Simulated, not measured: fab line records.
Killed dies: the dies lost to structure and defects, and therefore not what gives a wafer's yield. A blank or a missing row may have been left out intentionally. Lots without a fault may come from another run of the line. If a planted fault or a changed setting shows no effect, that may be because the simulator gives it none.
Code-filled problem report in 8D (eight disciplines) form | flow berkeley_cmos170 | the parts of the form that need people (team, actions taken, sign-off) are left out

## 1. PROBLEM STATEMENT
tilt_deg at UCB170_NWELL_IMPLANT_14 reads a mean of 7.403 degrees on 6 wafers of 2 lots; wafers without a fault read 6.997 degrees with a standard deviation of 0.024. Relative to the usual mean, that is a shift of +17 standard deviations.
First observed at day 6 06:50: wafer L857.3, on implanter-03. The record holds 42 wafers of 14 lots with a number at this step. Rule for "out" (also "out of limits"): further than 4 standard deviations from the usual mean. The rest of the wafers with a number are treated as sound.

## 2. WHAT IT IS, WHAT IT ISN'T
question                    | is                     | is not
which readings at this step | tilt_deg               | -
which lots                  | L857, L858             | L840, L841, L843, L844, L845, L846, L847, L849, L850, L852, L861, L862
which wafers of those lots  | all that have a number | -
read on which tools         | implanter-03           | implanter-02, implanter-04
when                        | from day 6 06:50       | up to then (30 sound wafers); but 6 sound wafers of L861, L862 came after

## 3. WHAT RULES OUT EACH SUSPECT
Counting: a tool at a process step up to the reading stays a suspect if it ran every lot that is out and no sound lot after the first of them.
- implanter-03 at UCB170_NWELL_IMPLANT_14: kept. It processed each lot that is out, first L857 at day 6 06:50, and no sound lot thereafter; up to then, the last sound lot it processed was L847 at day 4 11:24. Its own tilt_deg readings are out on those wafers.
The count leaves implanter-03 at UCB170_NWELL_IMPLANT_14.

## 4. THE CAUSE (what the simulator had put in)
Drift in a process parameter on implanter-03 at UCB170_NWELL_IMPLANT_14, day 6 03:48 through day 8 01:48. A move of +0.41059 in setting tilt_deg, from 7. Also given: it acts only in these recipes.
After counting, this tool was the only one left.

## 5. THE CHAIN OF EFFECTS, in route order
Rows list readings where the struck wafers' mean (over those with a number) sits beyond 3 standard deviations from the usual. Only readings whose record carries a usual standard deviation are examined. hours: median over the lots of the time between each lot's start at the first step of this table that gives one and its start at this step. sigmas: the change, counted in usual standard deviations.
hours | step                    | reading  | usual         | on struck wafers | change | sigmas
0     | UCB170_NWELL_IMPLANT_14 | tilt_deg | 6.997 degrees | 7.403            | +0.406 | +17
Its process steps:
- UCB170_NWELL_IMPLANT_14

## 6. WHAT WOULD HAVE CAUGHT IT SOONER
First out-of-limits reading in this record: day 6 06:50, which is 3 hours after fault onset at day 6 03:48.
